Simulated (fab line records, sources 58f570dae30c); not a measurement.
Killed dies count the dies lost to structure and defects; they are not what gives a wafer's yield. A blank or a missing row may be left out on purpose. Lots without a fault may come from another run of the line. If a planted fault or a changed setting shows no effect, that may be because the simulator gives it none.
Which of the tools did it?	flow berkeley-cmos170	13 lots with 39 wafers sampled at 4 steps, on a route of 331 steps

WHAT THE GAUGES SHOWED, per wafer
UCB170_V2_THK_MEAS_04. Usual: V2_POLISHED_THK 1000.3 nm, standard deviation 1.1.
lot	measured	on	V2_POLISHED_THK (nm)	flag
L879	day 7 10:20	film-metro-04	1000.2 999.1 999.3	
L880	day 7 08:59	film-metro-03	999.0 1000.3 999.2	
L881	day 8 01:10	film-metro-03	1000.6 1001.6 1000.2	
L882	day 8 21:33	film-metro-03	1000.6 999.0 1000.8	
L883	day 8 19:10	film-metro-04	1000.9 1002.2 1002.3	
L884	day 8 21:11	film-metro-03	1001.0 999.9 1002.2	
L891	day 9 02:43	film-metro-03	1000.2 998.9 999.3	
L889	day 9 02:53	film-metro-02	1001.3 1000.3 999.6	
L892	day 10 03:35	film-metro-03	1001.5 1001.4 1001.0	
L894	day 10 22:52	film-metro-03	999.0 999.2 999.9	
L896	day 11 11:38	film-metro-04	997.6 999.5 998.9	
L897	day 11 13:37	film-metro-04	998.9 999.1 1000.2	
L902	day 11 21:46	film-metro-03	1000.8 1000.2 1001.3	

UCB170_V2_OVL_MEAS_13. Usual: V2_OVL -2 nm, standard deviation 6.
lot	measured	on	V2_OVL (nm)	flag
L879	day 7 11:58	overlay-02	4 -7 -1	
L880	day 7 10:33	overlay-02	3 -6 8	
L881	day 8 02:22	overlay-01	8 0 8	
L882	day 8 23:43	overlay-01	1 -1 -7	
L883	day 8 20:40	overlay-02	-5 -11 -10	
L884	day 8 22:56	overlay-02	-13 -13 -7	
L891	day 9 04:17	overlay-02	5 -1 0	
L889	day 9 04:24	overlay-01	-6 -3 -13	
L892	day 10 05:22	overlay-02	1 -4 0	
L894	day 11 00:14	overlay-01	6 12 14	
L896	day 11 13:27	overlay-02	8 5 3	
L897	day 11 15:26	overlay-02	-12 -9 -12	
L902	day 11 23:28	overlay-01	-5 -4 -2	

UCB170_V2_CD_MEAS_90: target cd 700 nm. Usual: cd-nm at 700.2 nm, with a standard deviation of 1.6.
lot	measured	on	cd-nm (nm)	flag
L879	day 7 12:17	cd-sem-02	702.5 701.6 702.1	
L880	day 7 10:54	cd-sem-02	701.3 699.5 700.1	
L881	day 8 02:41	cd-sem-01	701.7 700.3 701.9	
L882	day 9 00:04	cd-sem-02	697.2 699.7 696.4	
L883	day 8 20:58	cd-sem-01	699.6 699.8 699.9	
L884	day 8 23:15	cd-sem-01	699.7 699.1 701.5	
L891	day 9 04:37	cd-sem-01	697.0 695.9 696.9	
L889	day 9 04:43	cd-sem-02	699.3 698.8 697.6	
L892	day 10 05:42	cd-sem-01	698.6 698.7 698.2	
L894	day 11 00:34	cd-sem-01	701.2 702.9 699.7	
L896	day 11 13:48	cd-sem-01	701.4 700.0 700.5	
L897	day 11 15:45	cd-sem-02	702.7 700.6 703.1	
L902	day 11 23:49	cd-sem-02	700.5 700.6 700.2	

TOOL THAT RAN EACH LOT (tool first, then ch and the chambers of the sampled wafers, then the start)
lot	UCB170_ACTIVE_STRIP_16
L879	plasma-asher-03 ch 0,1, day 4 01:37
L880	plasma-asher-02 ch 0,1, day 4 01:53
L881	plasma-asher-04 ch 0,1, day 5 00:35
L882	plasma-asher-04 ch 0,1, day 5 07:55
L883	plasma-asher-02 ch 0,1, day 5 08:22
L884	plasma-asher-03 ch 0,1, day 5 12:35
L891	plasma-asher-02 ch 0,1, day 6 01:19
L889	plasma-asher-03 ch 0,1, day 6 01:26
L892	plasma-asher-03 ch 1, day 6 17:56
L894	plasma-asher-03 ch 0,1, day 7 08:16
L896	plasma-asher-02 ch 1, day 7 16:17
L897	plasma-asher-04 ch 0,1, day 7 21:18
L902	plasma-asher-02 ch 0,1, day 8 16:10
- UCB170_ACTIVE_STRIP_16: strips in O2.

AS READ BY THE TOOLS THEMSELVES (means over the sampled wafers that have a number; for cases with no such wafer, the mark the record gives instead)
UCB170_ACTIVE_STRIP_16. Usual: chamber-pressure-mTorr 3500 mTorr, standard deviation 3.1; drypump-motor-current-A 5.8 A, standard deviation 0.33; oes-product-au 0.721 a.u., standard deviation 0.0047; strip-time-to-endpoint-s 18.10 s, standard deviation 0.088.
lot	tool	chamber-pressure-mTorr (mTorr)	drypump-motor-current-A (A)	oes-product-au (a.u.)	strip-time-to-endpoint-s (s)	flag
L879	plasma-asher-03	3503	5.8	0.722	18.13	
L880	plasma-asher-02	3502	5.3	0.721	17.95	
L881	plasma-asher-04	3502	6.0	0.724	18.14	
L882	plasma-asher-04	3498	5.9	0.717	18.06	
L883	plasma-asher-02	3497	5.3	0.723	18.10	
L884	plasma-asher-03	3499	6.0	0.726	18.05	
L891	plasma-asher-02	3498	5.3	0.719	18.14	
L889	plasma-asher-03	3502	6.0	0.724	18.11	
L892	plasma-asher-03	3500	5.7	0.718	18.16	
L894	plasma-asher-03	3500	5.8	0.725	18.04	
L896	plasma-asher-02	3499	5.2	0.723	18.11	
L897	plasma-asher-04	3502	6.0	0.720	18.07	
L902	plasma-asher-02	3500	5.3	0.722	18.16	

THE ANSWER, worked out from the rows above alone
Rule: a lot is off if the mean of its wafers that have a number lies more than 3 standard deviations from the usual mean. A lot without any number at a reading at which 4 lots or more have one is off too. The other lots that the step has rows for count as sound. First the gauges in route order, then the tools' own readings, where a lot's mean is used as printed above. The first step at which some lot is off is used, and at that step the reading that is off furthest; a lot without a number counts as furthest.
Across all readings shown, no lot is off: no conclusion can be drawn from this.

WHAT HAD BEEN PUT IN BY THE SIMULATOR
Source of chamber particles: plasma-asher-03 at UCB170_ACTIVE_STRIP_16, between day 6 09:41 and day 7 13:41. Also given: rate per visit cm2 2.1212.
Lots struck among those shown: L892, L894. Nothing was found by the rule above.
